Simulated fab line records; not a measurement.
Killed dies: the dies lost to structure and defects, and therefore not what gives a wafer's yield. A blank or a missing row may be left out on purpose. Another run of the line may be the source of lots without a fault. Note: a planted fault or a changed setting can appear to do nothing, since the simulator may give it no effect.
8D (eight disciplines) problem report, filled in by code :: flow berkeley-cmos170 :: the parts of the form that need people (team, actions taken, sign-off) are left out

## 1. THE PROBLEM
At UCB170_CONTACT_COAT_10, spin-speed-rpm averages 1388.1 rpm over 6 wafers from 2 lots, while fault-free wafers read 1499.9 rpm, standard deviation 0.96. So: -99 or more standard deviations from the usual mean.
The step: resist thk 900 nm.
The first sign was on wafer L826.1 at day 9 23:00, on litho-track-03. At this step, 42 wafers from 14 lots have a number in the record. Rule for "out" (also "out of limits"): further than 4 standard deviations from the usual mean. Any other wafer with a number is counted as sound.

## 2. WHAT IT IS, WHAT IT ISN'T
question: which readings at this step
is: spin-speed-rpm
is not: -

question: which lots
is: L826, L828
is not: L812, L813, L814, L816, L818, L819, L820, L823, L830, L832, L833, L835

question: which wafers of those lots
is: all that have a number
is not: -

question: read on which tools
is: litho-track-03
is not: litho-track-01, litho-track-02

question: when
is: from day 9 23:00
is not: up to then (24 sound wafers); but 12 sound wafers of L830, L832, L833, L835 came after

## 3. THE SUSPECTS, EACH WITH WHAT RULES IT OUT
Counting: a tool stays on the suspect list if, at a process step up to the reading, it processed all lots that are out and no sound lot following the first of them.
- litho-track-03 at UCB170_CONTACT_COAT_10 (resist thk 900 nm): kept. It processed each lot that is out, first L826 at day 9 23:00, and no sound lot thereafter; up to then, the last sound lot it processed was L820 at day 8 14:00. Its own spin-speed-rpm readings are out on those wafers.
The count leaves litho-track-03 at UCB170_CONTACT_COAT_10.

## 4. THE CAUSE (what the simulator had put in)
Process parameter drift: litho-track-03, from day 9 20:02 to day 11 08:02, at UCB170_CONTACT_COAT_10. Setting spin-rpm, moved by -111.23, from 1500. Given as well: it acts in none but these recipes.
Counting left only this tool.

## 5. THE EFFECT CHAIN, in route order
Each row: a reading where the mean over the struck wafers with a number is more than 3 standard deviations away from the usual. Only readings whose record carries a usual standard deviation are examined. hours: median over the lots of the time between each lot's start at the first step of this table that gives one and its start at this step. sigmas: the change, counted in usual standard deviations.
hours: 0
step: UCB170_CONTACT_COAT_10
reading: spin-speed-rpm
usual: 1499.9 rpm
on struck wafers: 1388.1
change: -111.8
sigmas: -99 or more
It contains these process steps:
- UCB170_CONTACT_COAT_10: resist thk 900 nm.
Later steps that measure or inspect, where all struck wafers having a row at the step show a number for every such reading and not one has moved that far: UCB170_V1_THK_MEAS_01, UCB170_V2_THK_MEAS_01.

## 6. HOW IT WOULD HAVE BEEN CAUGHT EARLIER
The fault began at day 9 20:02; the first out-of-limits reading in this record came at day 9 23:00, 3 hours later.
